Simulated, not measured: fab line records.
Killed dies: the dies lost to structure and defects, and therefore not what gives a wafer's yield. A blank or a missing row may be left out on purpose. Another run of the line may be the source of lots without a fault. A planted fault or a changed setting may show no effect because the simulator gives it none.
A lot that was struck, set against a sound lot | flow berkeley-cmos170 | 17 out of 331 route steps
Sound: the wafers L922.3, L922.4, L922.5. The struck wafers were L932.3, L932.4, L932.6. The cause comes at the end.
Each step with rows lists, per side, the tool, then ch with its chambers, then its first start. Under that, the readings that differ: sound wafers | struck wafers | difference of the means | sigmas: that difference in standard deviations of wafers without a fault.
alike: readings with means less than 2 such deviations apart, plus words and numbers identical on both sides. not compared: withheld readings, readings lacking a value on some wafer, bounds such as >300 that could conceal the same value, and numbers that have no deviation in the record and whose values overlap.
A row with sigmas, a row that says differs or no value, or rows on one side alone: a step with any of these is where the two part. Numbers that have no deviation but don't overlap get no sigmas and don't part them. Lack of a reading on every wafer of one side parts them only where that side has two or more wafers.

first, 5 steps without rows for these wafers: UCB170_NSD_COAT_01 (resist thk 892.1 nm); UCB170_NSD_SOFTBAKE_02 (time 60 s); UCB170_NSD_EXPOSE_03 (exposes mask NSELECT MOD, target cd 1200 nm); UCB170_NSD_PEB_04; UCB170_NSD_DEVELOP_05 (develop time 45 s).
UCB170_NSD_CD_MEAS_06: the cd target is 1200 nm.
  sound on cd-sem-02 at day 7 06:26; struck on cd-sem-02 at day 9 06:10
  alike: cd-nm
UCB170_NSD_OVL_MEAS_07:
  sound on overlay-01 at day 7 06:31; struck on overlay-02 at day 9 06:16
  alike: NSD_OVL
after that, 1 step had no rows for these wafers: UCB170_NSD_IMPLANT_08.
UCB170_NSD_STRIP_09: strips in O2.
  sound on plasma-asher-04 ch 0,1, day 7 06:44; struck on plasma-asher-01 ch 0,1, day 9 06:28
  reading                      | sound             | struck            | difference | sigmas
  strip-time-to-endpoint-s (s) | 35.75 35.83 35.76 | 35.64 35.65 35.66 | -0.13      | -2
  alike: drypump-motor-current-A, oes-product-au
  not compared: rf-hours-counter-h
UCB170_NSD_TW_MEAS_10:
  sound on film-metro-02 at day 7 06:49; struck on film-metro-03 at day 9 06:33
  alike: NSD_TW
then, 2 steps without rows for these wafers: UCB170_NSD_CLEAN_11 (cleans in SPM, time 600 s); UCB170_BACKSIDE_HMDS_00 (prime time 60 s).
UCB170_BACKSIDE_COAT_01: resist thk 900 nm.
  sound on litho-track-03 ch 0, day 7 07:19; struck on litho-track-01 ch 0, day 9 07:16
  reading                                   | sound           | struck          | difference | sigmas
  model.KrF_of_BACKSIDE_COAT_01.thk-nm (nm) | 897.9 897 895.2 | 1001 999.4 1002 | +104       |
  alike: chill-plate-temp-C
then, 1 step without rows for these wafers: UCB170_BACKSIDE_SOFTBAKE_02 (time 60 s).
UCB170_BACKSIDE_STRIP_03: strips in O2.
  sound on plasma-asher-02 ch 0,1, day 7 07:36; struck on plasma-asher-03 ch 0,1, day 9 07:32
  reading                      | sound             | struck            | difference | sigmas
  strip-time-to-endpoint-s (s) | 21.92 21.89 21.86 | 24.40 24.35 24.40 | +2.49      | +42
  alike: drypump-motor-current-A, oes-product-au
  not compared: rf-hours-counter-h
then, 1 step without rows for these wafers: UCB170_BACKSIDE_CLEAN_04 (cleans in SPM, time 600 s).
UCB170_M3_PROBE_99:
  rows exist in the record for the struck wafers here (prober-01, day 10 11:41), but not for the sound ones

== WHERE THEY PART ==
At UCB170_NSD_STRIP_09 first; at UCB170_M3_PROBE_99 last (within this record only).

WHY: the cause the simulator had injected
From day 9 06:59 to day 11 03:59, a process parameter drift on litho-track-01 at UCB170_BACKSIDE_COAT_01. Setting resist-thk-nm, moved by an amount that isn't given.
